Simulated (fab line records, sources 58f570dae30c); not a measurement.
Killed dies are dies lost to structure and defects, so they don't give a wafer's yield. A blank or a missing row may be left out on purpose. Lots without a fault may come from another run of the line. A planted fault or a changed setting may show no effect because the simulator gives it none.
One fault seen from 2 desks | flow berkeley_cmos170 | each desk has only its own numbers; what lay behind them comes last

THE METROLOGY DESK
What the gauges read, lot by lot, whatever tool the lot ran on: means of the sampled wafers that have a number. A lot is out of limits, marked OUT, if its mean lies more than 4 standard deviations from the usual mean; the brackets give that distance.
Columns: A = SILICIDE_TI_RS at UCB170_SILICIDE_RS_MEAS_02, usual 26.0 ohm/sq; B = SILICIDE_TI_THK at UCB170_SILICIDE_THK_MEAS_03, usual 29.9 nm
lot  | first seen here | A    | B
L544 | day 7 07:46     | 25.8 | 30.0
L547 | day 7 08:00     | 26.6 | 29.4
L545 | day 7 08:14     | 26.2 | 29.7
L543 | day 7 08:25     | 25.5 | 30.4
L546 | day 7 08:25     | 26.0 | 29.8
L549 | day 8 07:37     | 26.2 | 29.6
L551 | day 8 08:10     | 26.4 | 29.4
L548 | day 8 08:50     | 26.0 | 29.9
L552 | day 9 04:29     | 26.2 | 29.8
L553 | day 9 04:51     | 25.6 | 30.3
L555 | day 9 22:29     | 25.7 | 30.1
L560 | day 10 10:31    | 25.9 | 29.9
L559 | day 10 10:59    | 27.2 | 29.0
This desk's finding: nothing out of limits on any of the 13 lots.

THE TOOL OWNER'S DESK: pvd_sputter-03
The tool's own readings at UCB170_SILICIDE_SPUTTER_01 (material Ti, target thk 30 nm, time 25 s): means of the sampled wafers that have a number, for each lot that ran on this tool. A lot is out of limits, marked OUT, if its mean lies more than 4 standard deviations from the usual mean; the brackets give that distance.
Columns: A = throttle_valve_pct at UCB170_SILICIDE_SPUTTER_01, usual 29.9 %
lot  | first seen here | A
L544 | day 7 07:44     | 29.0
L543 | day 7 08:21     | 29.5
L549 | day 8 07:31     | 29.1
L548 | day 8 08:47     | 29.1
L559 | day 10 10:57    | 29.0
This desk's finding: nothing out of limits on any of the 5 lots.

PUT TOGETHER
The metrology desk saw nothing out of limits.
The tool owner's desk saw nothing out of limits.

WHAT THE SIMULATOR HAD PUT IN
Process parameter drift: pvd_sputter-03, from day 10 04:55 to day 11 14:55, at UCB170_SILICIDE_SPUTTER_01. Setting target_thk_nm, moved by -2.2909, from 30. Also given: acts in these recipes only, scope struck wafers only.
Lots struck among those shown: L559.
